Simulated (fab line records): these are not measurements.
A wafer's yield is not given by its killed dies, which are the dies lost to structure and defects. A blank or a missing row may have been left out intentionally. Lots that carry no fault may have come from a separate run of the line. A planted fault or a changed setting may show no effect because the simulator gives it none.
A lot that was struck, set against a sound lot    flow rit cmos    14 out of 202 route steps
Sound: the wafers L492.2, L492.3, L492.4. Wafers L501.2, L501.3, L501.6 were the ones struck. Last of all comes the cause.
Order at every step that has rows: each side's tool, ch and its chambers, its first start. Under that, the readings that differ: sound wafers    struck wafers    difference of the means    sigmas: that difference in standard deviations of wafers without a fault.
alike: readings whose means differ by less than 2 such deviations, and words and numbers that are the same on both sides. not compared: withheld readings, readings that some wafer has no value for, bounds like >300 that may hide the same value, and numbers for which the record gives no deviation and whose values overlap.
The two part at a step that has a row with sigmas, a row that says differs or no value, or rows on one side only. Numbers that don't overlap but have no deviation are shown without sigmas and don't part them. A reading that every wafer of one side lacks parts them only if that side has two wafers or more.

first, 2 steps without rows for these wafers: RIT_PLDD_PEB_04; RIT_PLDD_DEVELOP_05 (develop time 50 s).
RIT_PLDD_OVL_MEAS_06:
  sound: overlay-01 at day 3 06:43; struck: overlay-01 at day 5 12:11
  alike: PLDD_OVL
then, 2 steps without rows for these wafers: RIT_PLDD_HARDBAKE_07 (time 60 s); RIT_PLDD_IMPLANT_08.
RIT_PLDD_STRIP_09: strips in O2, time 180 s.
  sound on plasma asher-03 ch 0,1, day 3 07:02; struck on plasma asher-03 ch 0,1, day 5 12:31
  alike: drypump motor current A
  not compared: rf hours counter h
RIT_PLDD_TW_MEAS_10:
  sound: film metro-02 at day 3 07:13; struck: film metro-02 at day 5 12:43
  alike: PLDD_TW
then, 4 steps without rows for these wafers: RIT_SPACER_CLEAN_00 (cleans in SC1, time 600 s); RIT_SPACER_CLEAN_01 (cleans in dHF, time 30 s); RIT_SPACER_CLEAN_02 (cleans in SC2, time 600 s); RIT_SPACER_CVD_03 (deposits Si3N4 from SiH2Cl2/NH3, target thk 250 nm, time 3300 s).
RIT_SPACER_THK_MEAS_04:
  sound: film metro-04 at day 3 09:34; struck: film metro-04 at day 5 15:16
  alike: SPACER_NITRIDE_THK
RIT_SPACER_ETCHBACK_05: etches Si3N4 in SF6/CHF3, stops on SiO2, target depth 250 nm, time 240 s.
  sound on rie diel-02 ch 2,3, day 3 09:37; struck on rie diel-02 ch 0,2, day 5 15:19
reading                                   sound              struck             difference  sigmas
oes product au (a.u.)                     0.862 0.883 0.876  0.741 0.688 0.740  -0.151      -10
model.etch.depth nm (nm)                  253.9 252.6 255.1  200 190.6 199.2    -57         
model.poly-Si_of_GATE_CVD_08.thk nm (nm)  170.1 169.4 168.5  187.4 187.9 187.1  +18.1       
model.Si3N4_of_SPACER_CVD_03.thk nm (nm)  198.2 196.2 199.3  216.2 218 216.7    +19.1       
  alike: drypump motor current A, throttle valve pct
  not compared: rf hours counter h
RIT_M1_PROBE_99:
  sound: prober-02 at day 3 20:37; struck: prober-01 at day 6 02:46
reading              sound   struck       difference  sigmas
killed at front end  5 14 8  264 264 264  +255        +82
killed dies          5 14 8  264 264 264  +255        +82
killed on rim        1 2 0   70 70 70     +69         +49
  alike: killed at contacts, killed open, killed short

## WHERE THEY PART
First at RIT_SPACER_ETCHBACK_05; last, within this record, at RIT_M1_PROBE_99.

WHY: whatever the simulator had introduced
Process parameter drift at RIT_SPACER_ETCHBACK_05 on rie diel-02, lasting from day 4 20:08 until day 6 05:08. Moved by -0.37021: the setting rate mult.
